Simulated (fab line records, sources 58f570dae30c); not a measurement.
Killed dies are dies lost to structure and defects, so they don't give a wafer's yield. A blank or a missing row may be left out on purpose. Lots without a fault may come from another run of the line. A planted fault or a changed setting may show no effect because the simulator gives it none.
A struck lot beside a sound one | flow berkeley_cmos170 | 17 steps out of a route of 331
Sound: wafers L446.2, L446.4, L446.6. Struck: wafers L455.3, L455.5. (L455.4 of the same lot was not struck and is left out.) The cause comes at the end.
At each step with rows: each side's tool, then ch and its chambers, then its first start. Under that, the readings that differ: sound wafers | struck wafers | difference of the means | sigmas: that difference in standard deviations of wafers without a fault.
alike: readings whose means differ by less than 2 such deviations, and words and numbers that are the same on both sides. not compared: withheld readings, readings that some wafer has no value for, bounds like >300 that may hide the same value, and numbers for which the record gives no deviation and whose values overlap.
The two part at a step that has a row with sigmas, a row that says differs or no value, or rows on one side only. Numbers that don't overlap but have no deviation are shown without sigmas and don't part them. A reading that every wafer of one side lacks parts them only if that side has two wafers or more.

first, 1 step without rows for these wafers: UCB170_M3_SOFTBAKE_06 (time 60 s).
UCB170_M3_STRIP_07: strips in O2.
  sound on plasma_asher-04 ch 0,1, day 9 09:06; struck on plasma_asher-02 ch 0, day 11 14:16
  alike: drypump_motor_current_A, o2_flow_sccm, oes_product_au, strip_time_to_endpoint_s
  not compared: rf_hours_counter_h
then, 3 steps without rows for these wafers: UCB170_M3_STRIP_08 (strips KrF in DMSO, time 600 s); UCB170_M3_COAT_09; UCB170_M3_COAT_10 (resist thk 900 nm).
UCB170_M3_SOFTBAKE_11: time 61.79 s.
  sound on litho_track-03 ch 0; struck on litho_track-02 ch 0
  alike: plate_sensor_t_centre_C, plate_sensor_t_edge_C
then, 3 steps without rows for these wafers: UCB170_M3_EXPOSE_12 (exposes mask METAL3, target cd 700 nm); UCB170_M3_PEB_13; UCB170_M3_DEVELOP_14 (develop time 45 s).
UCB170_M3_CD_MEAS_15: target cd 700 nm.
  sound on cd_sem-01, day 9 11:13; struck on cd_sem-02, day 11 16:42
  alike: cd_nm
UCB170_M3_OVL_MEAS_16:
  sound on overlay-01, day 9 11:19; struck on overlay-02, day 11 16:47
  alike: M3_OVL
UCB170_M3_ETCH_17: etches BARC in N2/H2.
  sound on rie_diel-04 ch 1,2, day 9 11:20; struck on rie_diel-03 ch 2, day 11 16:49
  reading               | sound             | struck      | difference | sigmas
  oes_product_au (a.u.) | 0.977 0.987 0.980 | 1.025 1.031 | +0.047     | +2
  alike: drypump_motor_current_A, throttle_valve_pct
UCB170_M3_METAL_ETCH_18: etches Al in Cl2/BCl3, stops on SiO2, target depth 1170 nm, time 195 s.
  sound on rie_metal-01 ch 0,1, day 9 11:23; struck on rie_metal-01 ch 1, day 11 16:55
  reading                             | sound             | struck      | difference | sigmas
  oes_product_au (a.u.)               | 0.864 0.853 0.865 | 0.765 0.761 | -0.098     | -7
  throttle_valve_pct (%)              | 24.67 23.99 23.98 | 24.70 24.69 | +0.48      | +2
  model.KrF_of_M3_COAT_10.thk_nm (nm) | 216.2 216.3 217.5 | 474.1 470.4 | +255.6     |
  model.M3.feature_depth_nm (nm)      | 961.8 948.3 964   | 715.5 723.2 | -238.7     |
  model.etch.depth_nm (nm)            | 905.4 891.9 907.5 | 715.5 723.2 | -182.2     |
  alike: drypump_motor_current_A
  not compared: rf_hours_counter_h
UCB170_M3_STRIP_19: strips in O2.
  sound on plasma_asher-03 ch 0,1, day 9 11:34; struck on plasma_asher-03 ch 1, day 11 17:05
  reading               | sound             | struck      | difference | sigmas
  oes_product_au (a.u.) | 0.544 0.552 0.552 | 0.718 0.721 | +0.170     | +11
  alike: drypump_motor_current_A, o2_flow_sccm
  not compared: rf_hours_counter_h
UCB170_M3_CD_MEAS_90: target cd 700 nm.
  sound on cd_sem-01, day 9 11:41; struck on cd_sem-01, day 11 17:13
  reading    | sound       | struck  | difference | sigmas
  cd_nm (nm) | 701 705 706 | 716 719 | +14        | +4
UCB170_M3_BOW_MEAS_20:
  sound on film_metro-02, day 9 11:49; struck on film_metro-01, day 11 17:20
  alike: M3_BOW
UCB170_M3_PROBE_99:
  sound on prober-02, day 9 11:58; struck on prober-01, day 11 17:31
  reading                           | sound | struck | difference | sigmas
  model.etest.antenna_m3.short      | 0 0 0 | 1 1    | +1         |
  model.etest.antenna_m3.over_limit | 0 0 0 | 1 1    | +1         |
  model.etest.antenna_m2.over_limit | 0 0 0 | 1 1    | +1         |
  model.etest.antenna_m2.short      | 0 0 0 | 1 1    | +1         |

WHERE THEY PART
First at UCB170_M3_ETCH_17; last, within this record, at UCB170_M3_CD_MEAS_90. Later steps at which nothing parts them and some readings are alike: UCB170_M3_BOW_MEAS_20.

WHY: what the simulator had put in
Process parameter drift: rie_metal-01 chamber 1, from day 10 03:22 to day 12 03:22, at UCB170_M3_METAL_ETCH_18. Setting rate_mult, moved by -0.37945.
